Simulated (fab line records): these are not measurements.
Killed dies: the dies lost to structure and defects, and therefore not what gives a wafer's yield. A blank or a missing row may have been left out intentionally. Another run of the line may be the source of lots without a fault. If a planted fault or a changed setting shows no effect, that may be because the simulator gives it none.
Which tool is to blame? || flow berkeleyCmos170 || 21 wafers from 7 lots sampled at 2 of the route's 331 steps

== WHAT THE GAUGES SHOWED, per wafer ==
UCB170_V1_THK_MEAS_01.
{"lot": "L426", "measured": "day 7 08:44", "on": "filmMetro-02", "V1_TEOS_THK (nm)": "1988 1980 2017"}
{"lot": "L430", "measured": "day 8 16:01", "on": "filmMetro-03", "V1_TEOS_THK (nm)": "1982 1991 2055"}
{"lot": "L432", "measured": "day 9 06:49", "on": "filmMetro-01", "V1_TEOS_THK (nm)": "2007 2021 2005"}
{"lot": "L436", "measured": "day 10 01:20", "on": "filmMetro-02", "V1_TEOS_THK (nm)": "2003 2011 2049"}
{"lot": "L439", "measured": "day 10 06:35", "on": "filmMetro-03", "V1_TEOS_THK (nm)": "1492 1517 1528"}
{"lot": "L445", "measured": "day 11 17:47", "on": "filmMetro-01", "V1_TEOS_THK (nm)": "1954 1994 2013"}
{"lot": "L447", "measured": "day 11 23:41", "on": "filmMetro-01", "V1_TEOS_THK (nm)": "1997 1982 2035"}

== TOOL THAT RAN EACH LOT (tool first, then ch and the chambers of the sampled wafers, then the start) ==
{"lot": "L426", "UCB170_V1_CVD_00": "pecvd-01 ch 0,1, day 7 08:34"}
{"lot": "L430", "UCB170_V1_CVD_00": "pecvd-04 ch 0,2, day 8 15:52"}
{"lot": "L432", "UCB170_V1_CVD_00": "pecvd-04 ch 0,1,2, day 9 06:38"}
{"lot": "L436", "UCB170_V1_CVD_00": "pecvd-04 ch 0,2, day 10 01:10"}
{"lot": "L439", "UCB170_V1_CVD_00": "pecvd-04 ch 0,2, day 10 06:26"}
{"lot": "L445", "UCB170_V1_CVD_00": "pecvd-01 ch 0,1,2, day 11 17:38"}
{"lot": "L447", "UCB170_V1_CVD_00": "pecvd-03 ch 0,2, day 11 23:31"}
- UCB170_V1_CVD_00: deposits SiO2 from TEOS/O2, target thk 2000 nm, time 250 s.

== THE ANSWER, worked out from the rows above alone ==
Rule: what is usual is taken from the lots themselves. The widest of any qualifying gaps counts: lots, ordered by their means at a reading, are off when they make up no more than a third of the lots, leave a main group of 4 or more, and stand apart from it by 3 or more times the standard deviation of that group's means. The tables above print the reading to a certain number of digits; a main group whose means all agree to those digits is not used. Also off: a lot with no number at a reading for which 4 or more lots have one. Where the step has rows for the other lots, those lots are counted as sound.
Off: L439, seen at UCB170_V1_THK_MEAS_01 (V1_TEOS_THK). The main group has a mean of 2005 nm with a standard deviation of 11.
A tool fits if, at a process step before that reading, it ran every lot that is off, and no sound lot after the first of them. Gauges at UCB170_V1_THK_MEAS_01: tried the same way as those tools. Can't be told from this: 2 tools fit, pecvd-04 at UCB170_V1_CVD_00, filmMetro-03 at UCB170_V1_THK_MEAS_01.

== WHAT HAD BEEN PUT IN BY THE SIMULATOR ==
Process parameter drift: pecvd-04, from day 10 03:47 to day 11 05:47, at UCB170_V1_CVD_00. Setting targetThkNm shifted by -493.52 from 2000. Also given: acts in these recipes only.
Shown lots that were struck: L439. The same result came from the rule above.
